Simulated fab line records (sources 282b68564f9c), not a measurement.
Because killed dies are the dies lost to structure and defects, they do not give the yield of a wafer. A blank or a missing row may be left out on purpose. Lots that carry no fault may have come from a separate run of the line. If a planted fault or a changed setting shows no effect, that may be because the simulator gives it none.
Code-filled problem report in 8D (eight disciplines) form ; flow rit_cmos ; the parts of the form that need people (team, actions taken, sign-off) are left out

1. WHAT WENT WRONG
Wafers without a fault read 3249.8 rpm, standard deviation 2.1; spin_speed_rpm at RIT_NSD_COAT_01 reads a mean of 3384.2 rpm on 6 wafers belonging to 2 lots. Measured from the usual mean, that is +64 standard deviations.
The step: resist thk 1000 nm.
First seen on wafer L110.3, day 5 19:22, on litho_track-03. Wafers with a number at this step in the record: 39, from 13 lots. Rule for "out" (also "out of limits"): further than 4 standard deviations from the usual mean. Any other wafer with a number is counted as sound.

2. WHAT IT IS, WHAT IT ISN'T
question;is;is not
which readings at this step;spin_speed_rpm;exhaust_pa
which lots;L110, L111;L100, L101, L102, L112, L113, L116, L117, L118, L997, L998, L999
which wafers of those lots;all that have a number;-
read on which tools;litho_track-03;litho_track-01, litho_track-02
when;from day 5 19:22;"up to then (18 sound wafers); but 15 sound wafers of L112, L113, L116, L117, L118 came after"

3. SUSPECTS, AND WHAT RULES EACH OUT
Counting: any tool at a process step up to the reading is kept as a suspect provided that every lot that is out went through it and no sound lot did after the first of them.
- litho_track-03 at RIT_NSD_COAT_01 (resist thk 1000 nm): kept. Every lot that is out went through it, starting with L110 (day 5 19:22), and after that it ran no sound lot; the last sound lot it ran before then is L100 (day 3 13:49). On those wafers its own readings are out: spin_speed_rpm.
The count leaves litho_track-03 at RIT_NSD_COAT_01.

4. THE CAUSE (what the simulator had put in)
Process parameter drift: litho_track-03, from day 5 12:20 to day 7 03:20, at RIT_NSD_COAT_01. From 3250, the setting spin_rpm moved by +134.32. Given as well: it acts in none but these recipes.
This tool alone remained once counting was done.

5. THE CHAIN OF EFFECTS, in route order
Each row: a reading where the mean over the struck wafers with a number is more than 3 standard deviations away from the usual. Only readings for which the record gives a usual standard deviation are gone through. hours: the time from each lot's start at the first step in this table that gives one to its start at this step, as a median over the lots. sigmas: the change in usual standard deviations.
hours;step;reading;usual;on struck wafers;change;sigmas
0;RIT_NSD_COAT_01;spin_speed_rpm;3249.8 rpm;3384.2;+134.4;+64
The process steps in it:
- RIT_NSD_COAT_01: resist thk 1000 nm.

6. HOW IT WOULD HAVE BEEN CAUGHT EARLIER
In this record the first reading out of limits was taken at day 5 19:22, 7 hours after the fault began at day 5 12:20.
